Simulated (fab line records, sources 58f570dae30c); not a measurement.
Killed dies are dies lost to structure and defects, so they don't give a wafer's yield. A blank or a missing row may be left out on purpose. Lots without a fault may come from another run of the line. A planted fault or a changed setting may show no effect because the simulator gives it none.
Which tool did it? | flow berkeley_cmos170 | 14 lots, 42 wafers sampled, at 4 steps of a route of 331

WHAT THE GAUGES READ, wafer by wafer
UCB170_NSD_CD_MEAS_06: target cd 1200 nm. Usual: cd_nm 1199.6 nm, standard deviation 1.6.
lot  | measured     | on        | cd_nm (nm)           | flag
L558 | day 8 01:19  | cd_sem-01 | 1198.2 1198.7 1198.5 |
L559 | day 8 01:10  | cd_sem-01 | 1201.5 1199.8 1201.8 |
L562 | day 8 09:52  | cd_sem-02 | 1200.1 1200.6 1200.7 |
L560 | day 8 10:11  | cd_sem-01 | 1200.0 1200.4 1200.7 |
L563 | day 9 02:53  | cd_sem-01 | 1199.0 1199.9 1199.3 |
L566 | day 9 08:43  | cd_sem-01 | 1199.4 1199.6 1200.6 |
L564 | day 9 08:41  | cd_sem-02 | 1202.8 1203.5 1202.9 |
L571 | day 10 13:56 | cd_sem-01 | 1198.8 1200.5 1200.1 |
L573 | day 10 21:02 | cd_sem-01 | 1200.0 1199.1 1199.6 |
L576 | day 11 03:13 | cd_sem-02 | 1198.9 1195.4 1198.1 |
L577 | day 11 09:23 | cd_sem-01 | 1199.0 1200.8 1200.1 |
L579 | day 12 00:17 | cd_sem-01 | 1198.4 1196.6 1197.3 |
L578 | day 12 00:01 | cd_sem-02 | 1199.2 1198.0 1198.4 |
L581 | day 12 13:44 | cd_sem-02 | 1199.1 1199.1 1198.1 |

UCB170_M2_CD_MEAS_15: target cd 700 nm. Usual: cd_nm 700.1 nm, standard deviation 1.6.
lot  | measured     | on        | cd_nm (nm)        | flag
L558 | day 8 20:16  | cd_sem-01 | 701.8 702.0 699.6 |
L559 | day 8 17:10  | cd_sem-01 | 700.3 698.8 699.5 |
L562 | day 9 01:13  | cd_sem-02 | 701.4 701.0 700.9 |
L560 | day 9 06:02  | cd_sem-02 | 699.0 699.0 699.2 |
L563 | day 9 20:03  | cd_sem-01 | 699.8 699.5 699.5 |
L566 | day 10 03:28 | cd_sem-01 | 700.7 700.7 700.2 |
L564 | day 10 03:47 | cd_sem-02 | 698.1 697.5 700.8 |
L571 | day 11 07:56 | cd_sem-02 | 699.2 700.1 700.9 |
L573 | day 11 13:54 | cd_sem-01 | 699.2 700.8 699.2 |
L576 | day 11 18:40 | cd_sem-02 | 701.5 701.0 702.1 |
L577 | day 12 03:31 | cd_sem-01 | 699.3 697.4 699.1 |
L579 | day 12 16:29 | cd_sem-01 | 700.4 699.7 698.9 |
L578 | day 12 14:55 | cd_sem-01 | 702.4 701.7 702.4 |
L581 | day 13 09:02 | cd_sem-02 | 703.4 704.1 703.1 |

WHICH TOOL RAN EACH LOT (tool, then ch and the chambers of the sampled wafers, then the start)
lot  | UCB170_PVT_STRIP_08                  | UCB170_M1_METAL_ETCH_12
L558 | plasma_asher-01 ch 0, day 6 18:02    | rie_metal-03 ch 0, day 8 12:20
L559 | plasma_asher-01 ch 0,1, day 6 18:25  | rie_metal-02 ch 0,1, day 8 10:29
L562 | plasma_asher-01 ch 0,1, day 7 04:51  | rie_metal-02 ch 0,1, day 8 18:56
L560 | plasma_asher-04 ch 0,1, day 7 04:55  | rie_metal-03 ch 0,1, day 8 20:10
L563 | plasma_asher-03 ch 0, day 7 20:41    | rie_metal-02 ch 0,1, day 9 13:19
L566 | plasma_asher-04 ch 0,1, day 8 02:05  | rie_metal-02 ch 0,1, day 9 19:24
L564 | plasma_asher-03 ch 0,1, day 8 02:50  | rie_metal-04 ch 0,1, day 9 18:03
L571 | plasma_asher-01 ch 0, day 9 09:29    | rie_metal-04 ch 0, day 10 23:38
L573 | plasma_asher-04 ch 0,1, day 9 15:43  | rie_metal-03 ch 0, day 11 06:36
L576 | plasma_asher-01 ch 0,1, day 10 00:33 | rie_metal-03 ch 0,1, day 11 11:59
L577 | plasma_asher-03 ch 0,1, day 10 07:10 | rie_metal-03 ch 0,1, day 11 21:29
L579 | plasma_asher-04 ch 0,1, day 10 22:10 | rie_metal-02 ch 0, day 12 09:37
L578 | plasma_asher-04 ch 0,1, day 10 22:26 | rie_metal-04 ch 0, day 12 08:46
L581 | plasma_asher-03 ch 0,1, day 11 03:11 | rie_metal-02 ch 0,1, day 12 23:20
- UCB170_PVT_STRIP_08: strips in O2.
- UCB170_M1_METAL_ETCH_12: etches Al in Cl2/BCl3, stops on PSG, target depth 780 nm, time 130 s.

WHAT THE TOOLS THEMSELVES READ (means of the sampled wafers that have a number; where no wafer has one, the mark that the record gives instead)
UCB170_PVT_STRIP_08. Usual: drypump_motor_current_A 5.6 A, standard deviation 0.3; o2_flow_sccm 400.2 sccm, standard deviation 1.1; oes_product_au 0.735 a.u., standard deviation 0.0039; strip_time_to_endpoint_s 21.66 s, standard deviation 0.067.
lot  | tool            | drypump_motor_current_A (A) | o2_flow_sccm (sccm) | oes_product_au (a.u.) | strip_time_to_endpoint_s (s) | flag
L558 | plasma_asher-01 | 6.1                         | 400.2               | 0.736                 | 21.67                        |
L559 | plasma_asher-01 | 5.9                         | 400.2               | 0.732                 | 21.59                        |
L562 | plasma_asher-01 | 5.7                         | 400.1               | 0.738                 | 21.70                        |
L560 | plasma_asher-04 | 5.4                         | 400.3               | 0.737                 | 21.75                        |
L563 | plasma_asher-03 | 5.3                         | 401.1               | 0.734                 | 21.72                        |
L566 | plasma_asher-04 | 5.4                         | 400.5               | 0.735                 | 21.73                        |
L564 | plasma_asher-03 | 5.5                         | 399.9               | 0.731                 | 21.66                        |
L571 | plasma_asher-01 | 6.1                         | 399.8               | 0.730                 | 21.59                        |
L573 | plasma_asher-04 | 5.4                         | 401.4               | 0.732                 | 21.68                        |
L576 | plasma_asher-01 | 5.7                         | 400.2               | 0.733                 | 21.62                        |
L577 | plasma_asher-03 | 5.5                         | 401.1               | 0.737                 | 21.67                        |
L579 | plasma_asher-04 | 5.3                         | 399.2               | 0.735                 | 21.63                        |
L578 | plasma_asher-04 | 5.3                         | 400.7               | 0.733                 | 21.58                        |
L581 | plasma_asher-03 | 5.7                         | 400.3               | 0.733                 | 21.69                        |

UCB170_M1_METAL_ETCH_12. Usual: bias_w 120.0 W, standard deviation 0.34; drypump_motor_current_A 5.7 A, standard deviation 0.52; oes_product_au 0.855 a.u., standard deviation 0.013; throttle_valve_pct 24.15 %, standard deviation 0.21.
lot  | tool         | bias_w (W) | drypump_motor_current_A (A) | oes_product_au (a.u.) | throttle_valve_pct (%) | flag
L558 | rie_metal-03 | 119.8      | 6.1                         | 0.834                 | 23.94                  |
L559 | rie_metal-02 | 120.1      | 5.5                         | 0.858                 | 24.23                  |
L562 | rie_metal-02 | 120.5      | 5.5                         | 0.856                 | 24.21                  |
L560 | rie_metal-03 | 120.1      | 6.5                         | 0.846                 | 24.15                  |
L563 | rie_metal-02 | 108.4      | 5.4                         | 0.868                 | 24.34                  | OFF
L566 | rie_metal-02 | 109.1      | 5.4                         | 0.866                 | 24.35                  | OFF
L564 | rie_metal-04 | 119.8      | 5.1                         | 0.871                 | 23.97                  |
L571 | rie_metal-04 | 119.8      | 5.3                         | 0.866                 | 23.87                  |
L573 | rie_metal-03 | 120.1      | 6.1                         | 0.845                 | 23.95                  |
L576 | rie_metal-03 | 120.0      | 6.5                         | 0.852                 | 24.24                  |
L577 | rie_metal-03 | 120.0      | 6.5                         | 0.856                 | 24.24                  |
L579 | rie_metal-02 | 119.9      | 5.6                         | 0.849                 | 24.11                  |
L578 | rie_metal-04 | 120.0      | 5.2                         | 0.856                 | 23.87                  |
L581 | rie_metal-02 | 120.2      | 5.4                         | 0.862                 | 24.42                  |

THE ANSWER, worked out from the rows above alone
Rule: a lot is off if the mean of its wafers that have a number lies more than 3 standard deviations from the usual mean. A lot without any number at a reading at which 4 lots or more have one is off too. The other lots that the step has rows for count as sound. The gauges are gone through in route order, then the tools' own readings, and for those a lot's mean is taken as printed above. The first step at which some lot is off is used, and at that step the reading that is off furthest; a lot without a number counts as furthest.
Off: L563, L566, at UCB170_M1_METAL_ETCH_12 (bias_w).
A tool fits if, at that step or a process step before it, it ran every lot that is off, and no sound lot after the first of them. None of those tried fits.

WHAT THE SIMULATOR HAD PUT IN
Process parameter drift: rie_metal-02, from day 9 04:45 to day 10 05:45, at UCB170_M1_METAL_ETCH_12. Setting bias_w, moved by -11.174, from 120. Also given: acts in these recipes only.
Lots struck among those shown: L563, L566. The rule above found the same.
